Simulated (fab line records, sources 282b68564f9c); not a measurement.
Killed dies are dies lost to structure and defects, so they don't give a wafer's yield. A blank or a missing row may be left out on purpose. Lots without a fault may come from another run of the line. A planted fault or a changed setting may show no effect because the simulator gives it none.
fab line records | flow rit_cmos
record lots=5 wafers=15 last_day=7
route steps=202 shown NSD@158 PLDD@159 NLDD@160 SILICIDE@161 CONTACT@168
lots that met no fault: from a run of the same line without faults
start_h: hours from the record's first day to the start of the lot's first wafer shown | wait_h: hours since the lot's step before | " the same as in the row above | L1.1+2: a row that stands for several wafers | - no value, or no start given | * or withheld: withheld | < > ~ a bound
route shown NAME@n: a module of which the file shows steps, and the number in the route of the first | usual: mean/standard deviation of fault-free wafers | same: alike in all rows | chamber/n: place in a boat | sites: the reading at each site | _std_site: their standard deviation | _edge_site: outer sites' mean less inner sites' | radius_mm: how far each site lies from the wafer's centre | mask NAME#n: copy n | behind: the tool/chamber that last shaped the wafer | hold: why the lot was held/for how many hours/how that ended | device: the transistor (n, p or np) that didn't switch | end of line: the same wafers' tests at the end of the route | a step without rows: its recipe alone | killed: dies lost to structure and defects at the first sort, not the wafer's yield | map: a wafer's dies, x killed, . not, _ none there
set.NAME: the setting as run; set.NAME@STEP: as run at that earlier step | model.NAME: the simulator's own value behind a step, which no gauge read
lots at some steps of the route; a table a step, a row a wafer
services: from which hour (start_h, from the record's first day; less than 0 if before it) a tool's chamber was out of use, for how many hours, and why
## steps
# step RIT_SDANNEAL_RS_MEAS_05
# recipe thk_meas_gauge=four-point-probe
# usual NSD_RS=84.65/0.3
# columns lot.wafer tool chamber start_h wait_h NSD_RS[ohm/sq]
L081.1 film_metro-03 - 90.74 0.1 84.83
L081.3 " - " " 84.72
L081.4 " - " " 84.64
L086.1 film_metro-01 - 115.39 0.1 84.74
L086.2 " - " " 85.25
L086.4 " - " " 84.88
L091.2 film_metro-04 - 140.56 0.1 84.47
L091.3 " - " " 84.31
L091.5 " - " " 84.36
L092.1 film_metro-01 - 142.88 0.1 85.09
L092.2 " - " " 85.07
L092.6 " - " " 84.93
L096.1 film_metro-03 - 162.83 0.1 84.71
L096.4 " - " " 84.77
L096.6 " - " " 84.96
# step RIT_SDANNEAL_RS_MEAS_06
# recipe thk_meas_gauge=four-point-probe
# usual PLDD_RS=179.2/0.43
# columns lot.wafer tool chamber start_h wait_h PLDD_RS[ohm/sq]
L081.1 film_metro-03 - 90.86 0.1 179.2
L081.3 " - " " 178.7
L081.4 " - " " 179.5
L086.1 film_metro-01 - 115.51 0.1 179.2
L086.2 " - " " 179.3
L086.4 " - " " 179.1
L091.2 film_metro-04 - 140.68 0.1 179.1
L091.3 " - " " 178.2
L091.5 " - " " 178.3
L092.1 film_metro-01 - 143.00 0.1 179.4
L092.2 " - " " 179.4
L092.6 " - " " 179.5
L096.1 film_metro-03 - 162.95 0.1 178.8
L096.4 " - " " 179.5
L096.6 " - " " 179.0
# step RIT_SDANNEAL_RS_MEAS_07
# recipe thk_meas_gauge=four-point-probe
# usual NLDD_RS=151.5/0.43
# columns lot.wafer tool chamber start_h wait_h NLDD_RS[ohm/sq]
L081.1 film_metro-03 - 90.98 0.1 151.4
L081.3 " - " " 151.6
L081.4 " - " " 150.9
L086.1 film_metro-01 - 115.63 0.1 151.4
L086.2 " - " " 151.3
L086.4 " - " " 151.1
L091.2 film_metro-04 - 140.80 0.1 150.7
L091.3 " - " " 151.1
L091.5 " - " " 151.7
L092.1 film_metro-01 - 143.12 0.1 152.0
L092.2 " - " " 152.0
L092.6 " - " " 152.2
L096.1 film_metro-03 - 163.07 0.1 151.8
L096.4 " - " " 151.4
L096.6 " - " " 151.4
# step RIT_SILICIDE_WET_ETCH_00
# recipe chemistry=BOE target=SiO2 target_depth_nm=14 time_s=15 dry=n2_spin dilution=10:1 temp_c=21.5
# columns lot.wafer tool chamber start_h wait_h
L081.1+3+4 wet_bench-02 1 91.10 0.1
L086.1+2+4 wet_bench-02 0 115.75 0.1
L091.2+3+5 wet_bench-02 3 140.90 0.1
L092.1+2+6 wet_bench-04 2 143.24 0.1
L096.1+4+6 wet_bench-04 0 163.19 0.1
# step RIT_SILICIDE_SPUTTER_01
# recipe material=Ti target_thk_nm=30 power_w=350 chamber_pressure_pa=0.667 gas=Ar time_s=240 substrate_temp_c=25
# usual substrate_temp_c=25.01/0.11 throttle_valve_pct=29.7/1.2
# columns lot.wafer tool chamber start_h wait_h substrate_temp_c throttle_valve_pct
L081.1 pvd_sputter-04 - 91.11 0.0 24.97 29.9
L081.3 " - " " 24.96 31.8
L081.4 " - " " 24.93 31.4
L086.1 pvd_sputter-04 - 115.77 0.0 24.94 31.8
L086.2 " - " " 24.98 30.8
L086.4 " - " " 24.87 30.1
L091.2 pvd_sputter-01 - 140.91 0.0 24.91 27.5
L091.3 " - " " 25.06 30.2
L091.5 " - " " 24.87 29.7
L092.1 pvd_sputter-04 - 143.26 0.0 24.82 30.5
L092.2 " - " " 25.15 31.2
L092.6 " - " " 25.06 31.2
L096.1 pvd_sputter-03 - 163.22 0.0 24.91 28.7
L096.4 " - " " 24.99 29.0
L096.6 " - " " 25.18 28.9
# step RIT_SILICIDE_RS_MEAS_02
# recipe thk_meas_gauge=four-point-probe reads=Ti_of_SILICIDE_SPUTTER_01
# usual SILICIDE_TI_RS=47.9/0.92
# columns lot.wafer tool chamber start_h wait_h SILICIDE_TI_RS[ohm/sq]
L081.1 film_metro-04 - 91.41 0.1 47.7
L081.3 " - " " 47.9
L081.4 " - " " 47.9
L086.1 film_metro-03 - 116.07 0.1 46.1
L086.2 " - " " 46.5
L086.4 " - " " 47.8
L091.2 film_metro-02 - 141.08 0.1 47.7
L091.3 " - " " 48.7
L091.5 " - " " 49.1
L092.1 film_metro-02 - 143.41 0.1 47.3
L092.2 " - " " 49.1
L092.6 " - " " 48.8
L096.1 film_metro-02 - 163.37 0.1 47.6
L096.4 " - " " 48.5
L096.6 " - " " 47.9
# step RIT_SILICIDE_THK_MEAS_03
# recipe thk_meas_gauge=xrf reads=Ti_of_SILICIDE_SPUTTER_01
# usual SILICIDE_TI_THK=29.7/0.47
# columns lot.wafer tool chamber start_h wait_h SILICIDE_TI_THK[nm]
L081.1 film_metro-04 - 91.53 0.1 29.8
L081.3 " - " " 29.7
L081.4 " - " " 29.6
L086.1 film_metro-03 - 116.19 0.1 30.7
L086.2 " - " " 30.6
L086.4 " - " " 29.8
L091.2 film_metro-02 - 141.19 0.1 29.8
L091.3 " - " " 29.4
L091.5 " - " " 29.1
L092.1 film_metro-02 - 143.53 0.1 30.0
L092.2 " - " " 29.1
L092.6 " - " " 29.3
L096.1 film_metro-02 - 163.49 0.1 29.6
L096.4 " - " " 29.3
L096.6 " - " " 29.7
# step RIT_SILICIDE_RTA_04
# recipe temp_c=650 time_s=10 idle_temp_c=25 ramp_up_s=5 ramp_down_s=5 cool_to_c=25 ambient=N2
# usual wafer_temp_C_max=652.0/0.47
# columns lot.wafer tool chamber start_h wait_h wafer_temp_C_max
L081.1 rtp_anneal-02 0 91.59 0.1 651.3
L081.3 " 0 " " 651.2
L081.4 " 0 " " 651.5
L086.1 rtp_anneal-01 0 116.25 0.1 651.8
L086.2 " 0 " " 652.2
L086.4 " 0 " " 652.3
L091.2 rtp_anneal-02 0 141.25 0.1 652.2
L091.3 " 0 " " 651.3
L091.5 " 0 " " 651.9
L092.1 rtp_anneal-01 0 143.59 0.1 651.8
L092.2 " 0 " " 652.4
L092.6 " 0 " " 652.0
L096.1 rtp_anneal-01 0 163.55 0.1 652.5
L096.4 " 0 " " 653.0
L096.6 " 0 " " 652.7
# step RIT_SILICIDE_WET_ETCH_05
# recipe chemistry=SPM target=Ti temp_c=90 time_s=120 dry=n2_spin
# columns lot.wafer tool chamber start_h wait_h
L081.1+3+4 wet_bench-02 3 91.66 0.1
L086.1+2+4 wet_bench-01 1 116.32 0.1
L091.2+3+5 wet_bench-04 0 141.31 0.0
L092.1+2+6 wet_bench-01 3 143.65 0.1
L096.1+4+6 wet_bench-04 2 163.61 0.1
# step RIT_SILICIDE_RTA_06
# recipe temp_c=750 time_s=10 idle_temp_c=25 ramp_up_s=5 ramp_down_s=10 cool_to_c=25 ambient=N2
# usual wafer_temp_C_max=752.2/0.5
# columns lot.wafer tool chamber start_h wait_h wafer_temp_C_max
L081.1 rtp_anneal-01 0 91.70 0.0 752.3
L081.3 " 0 " " 751.7
L081.4 " 0 " " 752.4
L086.1 rtp_anneal-02 0 116.36 0.0 752.0
L086.2 " 0 " " 752.3
L086.4 " 0 " " 752.8
L091.2 rtp_anneal-01 0 141.37 0.0 752.0
L091.3 " 0 " " 752.9
L091.5 " 0 " " 752.3
L092.1 rtp_anneal-02 0 143.69 0.0 752.3
L092.2 " 0 " " 752.6
L092.6 " 0 " " 752.3
L096.1 rtp_anneal-02 0 163.70 0.0 752.5
L096.4 " 0 " " 751.8
L096.6 " 0 " " 752.0
# step RIT_CONTACT_CVD_00
# recipe material=SiO2 target_thk_nm=400 precursor=TEOS temp_c=390 time_s=63.48 rf_w=400
# usual heater_power_w=330/61
# columns lot.wafer tool chamber start_h wait_h heater_power_w
L081.1 pecvd-03 1 91.77 0.1 308
L081.3 " 2 " " 279
L081.4 " 0 " " 379
L086.1 pecvd-01 1 116.43 0.1 371
L086.2 " 2 " " 365
L086.4 " 2 " " 386
L091.2 pecvd-02 1 141.42 0.0 410
L091.3 " 2 " " 310
L091.5 " 2 " " 330
L092.1 pecvd-01 2 143.76 0.1 341
L092.2 " 1 " " 402
L092.6 " 2 " " 372
L096.1 pecvd-03 2 163.76 0.1 272
L096.4 " 0 " " 364
L096.6 " 2 " " 288
# step RIT_CONTACT_THK_MEAS_01
# recipe reads=SiO2_of_CONTACT_CVD_00
# usual CONTACT_TEOS_THK=417/5.1
# columns lot.wafer tool chamber start_h wait_h CONTACT_TEOS_THK[nm]
L081.1 film_metro-02 - 91.82 0.0 420
L081.3 " - " " 414
L081.4 " - " " 422
L086.1 film_metro-02 - 116.50 0.1 411
L086.2 " - " " 407
L086.4 " - " " 419
L091.2 film_metro-01 - 141.48 0.0 420
L091.3 " - " " 413
L091.5 " - " " 423
L092.1 film_metro-02 - 143.84 0.1 410
L092.2 " - " " 417
L092.6 " - " " 417
L096.1 film_metro-04 - 163.81 0.0 414
L096.4 " - " " 423
L096.6 " - " " 416
# step RIT_CONTACT_HMDS_02
# recipe prime_time_s=60 prime_temp_c=140
# columns lot.wafer tool chamber start_h wait_h
L081.1+3+4 litho_track-02 0 91.88 0.1
L086.1+2+4 litho_track-04 0 116.56 0.1
L091.2+3+5 litho_track-03 0 141.56 0.1
L092.1+2+6 litho_track-02 0 144.04 0.2
L096.1+4+6 litho_track-04 0 163.87 0.1
# step RIT_CONTACT_COAT_03
# recipe resist=NOVOLAK spin_rpm=3250 resist_thk_nm=1000
# columns lot.wafer tool chamber start_h wait_h
L081.1+3+4 litho_track-02 0 92.03 0.1
L086.1+2+4 litho_track-04 0 116.71 0.1
L091.2+3+5 litho_track-03 0 141.71 0.1
L092.1+2+6 litho_track-02 0 144.19 0.1
L096.1+4+6 litho_track-04 0 164.02 0.1
## services
# columns tool chamber start_h hours kind
rtp_anneal-02 - 73.83 1.1 pm
pecvd-01 2 91.39 12.9 repair
pecvd-03 1 95.04 - calibration
pecvd-01 - 101.97 5.5 pm
pvd_sputter-03 - 116.30 4.5 repair
pecvd-03 - 135.77 0.8 repair
pecvd-02 - 157.32 0.5 repair
## key
fault none
